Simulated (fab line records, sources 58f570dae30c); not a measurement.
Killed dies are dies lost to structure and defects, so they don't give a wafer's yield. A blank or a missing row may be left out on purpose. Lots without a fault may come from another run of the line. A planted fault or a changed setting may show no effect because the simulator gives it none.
Split-lot experiment | flow berkeley_cmos170 | 5 lots, 23 wafers read, on a route of 331 steps

THE SPLIT
At UCB170_SILICIDE_SPUTTER_01 (material Ti, target thk 30 nm, time 25 s), the setting time_s was moved away from the recipe's 25 s on 10 of the 23 wafers read, by -8.2% to +11.3%. The other wafers ran this setting at the recipe's value.

FROM THE SPLIT TO THE READING: what the file shows between them, 1 step
- UCB170_SILICIDE_RS_MEAS_02: measures by four-point-probe

THE READING
SILICIDE_TI_THK, in nm, at UCB170_SILICIDE_THK_MEAS_03 (measures by xrf). Fault-free wafers of this fab line usually give 29.96 nm, standard deviation 0.23 nm.

wafer  | tool, chamber at the split | time_s as run, s | against the recipe | SILICIDE_TI_THK, nm | against lot-mates on the recipe
L075.1 | pvd_sputter-03, -          | 25               | recipe             | 29.66               | -
L075.2 | pvd_sputter-03, -          | 27.82            | +11.3%             | 33.19               | +3.57
L075.4 | pvd_sputter-03, -          | 27.82            | +11.3%             | 33.29               | +3.67
L075.5 | pvd_sputter-03, -          | 27.82            | +11.3%             | 33.35               | +3.73
L075.6 | pvd_sputter-03, -          | 25               | recipe             | 29.57               | -
L074.2 | pvd_sputter-04, -          | 23.55            | -5.8%              | 28.50               | -1.59
L074.3 | pvd_sputter-04, -          | 23.55            | -5.8%              | 28.58               | -1.51
L074.4 | pvd_sputter-04, -          | 25               | recipe             | 30.22               | -
L074.5 | pvd_sputter-04, -          | 25               | recipe             | 29.95               | -
L074.6 | pvd_sputter-04, -          | 23.55            | -5.8%              | 28.45               | -1.64
L076.1 | pvd_sputter-03, -          | 25               | recipe             | 30.03               | -
L076.2 | pvd_sputter-03, -          | 25               | recipe             | 29.78               | -
L076.3 | pvd_sputter-03, -          | 25               | recipe             | 29.88               | -
L076.4 | pvd_sputter-03, -          | 22.96            | -8.2%              | 27.69               | -2.21
L076.5 | pvd_sputter-03, -          | 22.96            | -8.2%              | 27.31               | -2.59
L077.1 | pvd_sputter-04, -          | 23.74            | -5.0%              | 28.55               | -1.51
L077.3 | pvd_sputter-04, -          | 23.74            | -5.0%              | 28.49               | -1.57
L077.4 | pvd_sputter-04, -          | 25               | recipe             | 29.99               | -
L077.5 | pvd_sputter-04, -          | 25               | recipe             | 29.92               | -
L077.6 | pvd_sputter-04, -          | 25               | recipe             | 30.28               | -
L080.1 | pvd_sputter-04, -          | 25               | recipe             | 30.11               | -
L080.2 | pvd_sputter-04, -          | 25               | recipe             | 29.62               | -
L080.6 | pvd_sputter-04, -          | 25               | recipe             | 29.94               | -

THE FIT
A straight line over all 23 wafers: SILICIDE_TI_THK changes by +0.288 nm for each +1% of time_s; r = +0.99; the points scatter about the line by 0.2 nm.
The same after taking each lot's own level away (the mean of its wafers on the recipe; 23 wafers): +0.31 nm for each +1%; r = +1.00; scatter 0.16 nm.
On that fit, the largest move of time_s shifts the reading by 3.5 nm.
The lots' own levels span 29.615 to 30.085 nm, that is 2.0 times the standard deviation above.
So the lot-to-lot level changes the slope little: the two slopes agree.
Check: with one of the wafers moved furthest among these (+11.3%) left out of the fit, the line predicts +3.56 nm for it against its lot-mates. It came out at +3.57 nm against them.

OTHER SPLITS ON THESE WAFERS
These wafers also went through other splits before the reading. Each is held against what the fit with the lots' levels taken away leaves over:
other split on the same wafers    | wafers away from the commonest value | r with SILICIDE_TI_THK (lot level and that fit taken away)
UCB170_PLDD_EXPOSE_03 dose_mj     | 11                                   | -0.10
UCB170_NLDD_PEB_04 peb_temp_c     | 8                                    | +0.10
UCB170_NLDD_IMPLANT_09 energy_kev | 9                                    | +0.04
UCB170_NSD_IMPLANT_08 energy_kev  | 7                                    | +0.14

THE WHOLE CHAIN: every reading that the file lists as answering this split, in the file's order
step                        | what it does                             | reading                                                                           | change (the file's fit)               | r (the file's)
UCB170_SILICIDE_SPUTTER_01  | material Ti, target thk 30 nm, time 25 s | Ti_of_SILICIDE_SPUTTER_01.thk_nm (the simulator's own value, which no gauge read) | +0.309 nm for each +1% of the setting | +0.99
UCB170_SILICIDE_RS_MEAS_02  | measures by four-point-probe             | SILICIDE_TI_RS                                                                    | -0.311 for each +1% of the setting    | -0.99
UCB170_SILICIDE_THK_MEAS_03 | measures by xrf                          | SILICIDE_TI_THK                                                                   | +0.307 for each +1% of the setting    | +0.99

THE FILE'S OWN FIT
SILICIDE_TI_THK changes by +0.307 nm for each +1% of time_s, r = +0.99.
